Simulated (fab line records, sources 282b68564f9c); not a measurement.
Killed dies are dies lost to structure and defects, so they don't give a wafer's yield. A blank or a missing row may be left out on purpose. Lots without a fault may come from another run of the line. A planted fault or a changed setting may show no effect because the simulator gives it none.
Which tool did it? | flow rit_cmos | 14 lots, 42 wafers sampled, at 3 steps of a route of 202

WHAT THE GAUGES READ, wafer by wafer
RIT_NRETRO_OVL_MEAS_06. Usual: NRETRO_OVL 0.9 nm, standard deviation 1.5.
lot  | measured    | on         | NRETRO_OVL (nm) | flag
L551 | day 2 08:17 | overlay-02 | 1.8 -0.3 1.6    |
L552 | day 2 11:38 | overlay-02 | -1.0 -0.6 -0.1  |
L553 | day 2 17:11 | overlay-01 | 1.0 -0.5 -0.7   |
L554 | day 2 20:40 | overlay-01 | 3.5 4.4 3.6     |
L555 | day 3 02:05 | overlay-01 | -2.6 -2.8 -2.6  |
L556 | day 3 07:38 | overlay-02 | -1.0 0.9 2.1    |
L557 | day 3 11:59 | overlay-02 | -2.3 0.5 -0.4   |
L559 | day 4 00:55 | overlay-02 | 1.7 1.6 0.9     |
L560 | day 4 02:25 | overlay-02 | - - -           | OFF
L561 | day 4 07:20 | overlay-02 | - - -           | OFF
L569 | day 6 04:31 | overlay-01 | 0.9 1.2 1.3     |
L571 | day 6 14:41 | overlay-02 | 1.0 1.5 0.8     |
L572 | day 6 17:23 | overlay-02 | -0.9 -0.3 1.7   |
L574 | day 7 07:29 | overlay-01 | 0.0 2.2 0.1     |

RIT_PRETRO_TW_MEAS_10. Usual: PRETRO_TW 477, standard deviation 6.4.
lot  | measured    | on            | PRETRO_TW                     | flag
L551 | day 2 10:37 | film_metro-03 | 481 481 479                   |
L552 | day 2 13:48 | film_metro-03 | 482 480 480                   |
L553 | day 2 19:27 | film_metro-03 | 479 481 483                   |
L554 | day 2 22:51 | film_metro-03 | 484 483 481                   |
L555 | day 3 04:15 | film_metro-02 | 466 470 469                   |
L556 | day 3 09:47 | film_metro-03 | 483 483 486                   |
L557 | day 3 14:27 | film_metro-01 | 482 484 484                   |
L559 | day 4 03:05 | film_metro-02 | 469 472 472                   |
L560 | day 4 04:43 | film_metro-03 | 1086 1092 1083 1086 1086 1086 | OFF
L561 | day 4 09:29 | film_metro-01 | 1088 1087 1098 1093 1090 1095 | OFF
L569 | day 6 06:41 | film_metro-01 | 485 481 483                   |
L571 | day 6 16:51 | film_metro-02 | 466 469 470                   |
L572 | day 6 19:33 | film_metro-01 | 480 480 482                   |
L574 | day 7 09:56 | film_metro-01 | 482 483 484                   |

WHICH TOOL RAN EACH LOT (tool, then ch and the chambers of the sampled wafers, then the start)
lot  | RIT_NRETRO_COAT_01
L551 | litho_track-02 ch 0, day 2 05:43
L552 | litho_track-03 ch 0, day 2 10:54
L553 | litho_track-04 ch 0, day 2 16:28
L554 | litho_track-02 ch 0, day 2 19:57
L555 | litho_track-04 ch 0, day 3 01:15
L556 | litho_track-02 ch 0, day 3 06:55
L557 | litho_track-03 ch 0, day 3 11:05
L559 | litho_track-04 ch 0, day 4 00:11
L560 | litho_track-03, day 4 01:35
L561 | litho_track-03, day 4 06:36
L569 | litho_track-04 ch 0, day 6 03:40
L571 | litho_track-02 ch 0, day 6 13:50
L572 | litho_track-03 ch 0, day 6 16:34
L574 | litho_track-04 ch 0, day 7 06:46
- RIT_NRETRO_COAT_01: resist thk 1289 nm.

WHAT THE TOOLS THEMSELVES READ (means of the sampled wafers that have a number; where no wafer has one, the mark that the record gives instead)
RIT_NRETRO_COAT_01. Usual: chill_plate_temp_C 23.00 C, standard deviation 0.11; dispense_pressure_kPa 54.2 kPa, standard deviation 2.6.
lot  | tool           | chill_plate_temp_C (C) | dispense_pressure_kPa (kPa) | flag
L551 | litho_track-02 | 23.09                  | 51.3                        |
L552 | litho_track-03 | 22.91                  | 53.2                        |
L553 | litho_track-04 | 23.04                  | 57.4                        |
L554 | litho_track-02 | 23.04                  | 51.3                        |
L555 | litho_track-04 | 23.03                  | 57.5                        |
L556 | litho_track-02 | 22.92                  | 51.3                        |
L557 | litho_track-03 | 22.95                  | 53.2                        |
L559 | litho_track-04 | 23.13                  | 57.5                        |
L560 | litho_track-03 | -                      | -                           | OFF
L561 | litho_track-03 | -                      | -                           | OFF
L569 | litho_track-04 | 23.03                  | 57.5                        |
L571 | litho_track-02 | 23.00                  | 51.3                        |
L572 | litho_track-03 | 22.95                  | 53.2                        |
L574 | litho_track-04 | 23.17                  | 57.5                        |

THE ANSWER, worked out from the rows above alone
Rule: a lot is off if the mean of its wafers that have a number lies more than 3 standard deviations from the usual mean. A lot without any number at a reading at which 4 lots or more have one is off too. The other lots that the step has rows for count as sound. The gauges are gone through in route order, then the tools' own readings, and for those a lot's mean is taken as printed above. The first step at which some lot is off is used, and at that step the reading that is off furthest; a lot without a number counts as furthest.
Off: L560, L561, at RIT_NRETRO_OVL_MEAS_06 (NRETRO_OVL). Without a number there: L560, L561.
A tool fits if, at a process step before that reading, it ran every lot that is off, and no sound lot after the first of them. The gauges at RIT_NRETRO_OVL_MEAS_06 aren't tried: what is off there is off at RIT_PRETRO_TW_MEAS_10 too, on other tools, and a gauge's error can't cause that. None of those tried fits.

WHAT THE SIMULATOR HAD PUT IN
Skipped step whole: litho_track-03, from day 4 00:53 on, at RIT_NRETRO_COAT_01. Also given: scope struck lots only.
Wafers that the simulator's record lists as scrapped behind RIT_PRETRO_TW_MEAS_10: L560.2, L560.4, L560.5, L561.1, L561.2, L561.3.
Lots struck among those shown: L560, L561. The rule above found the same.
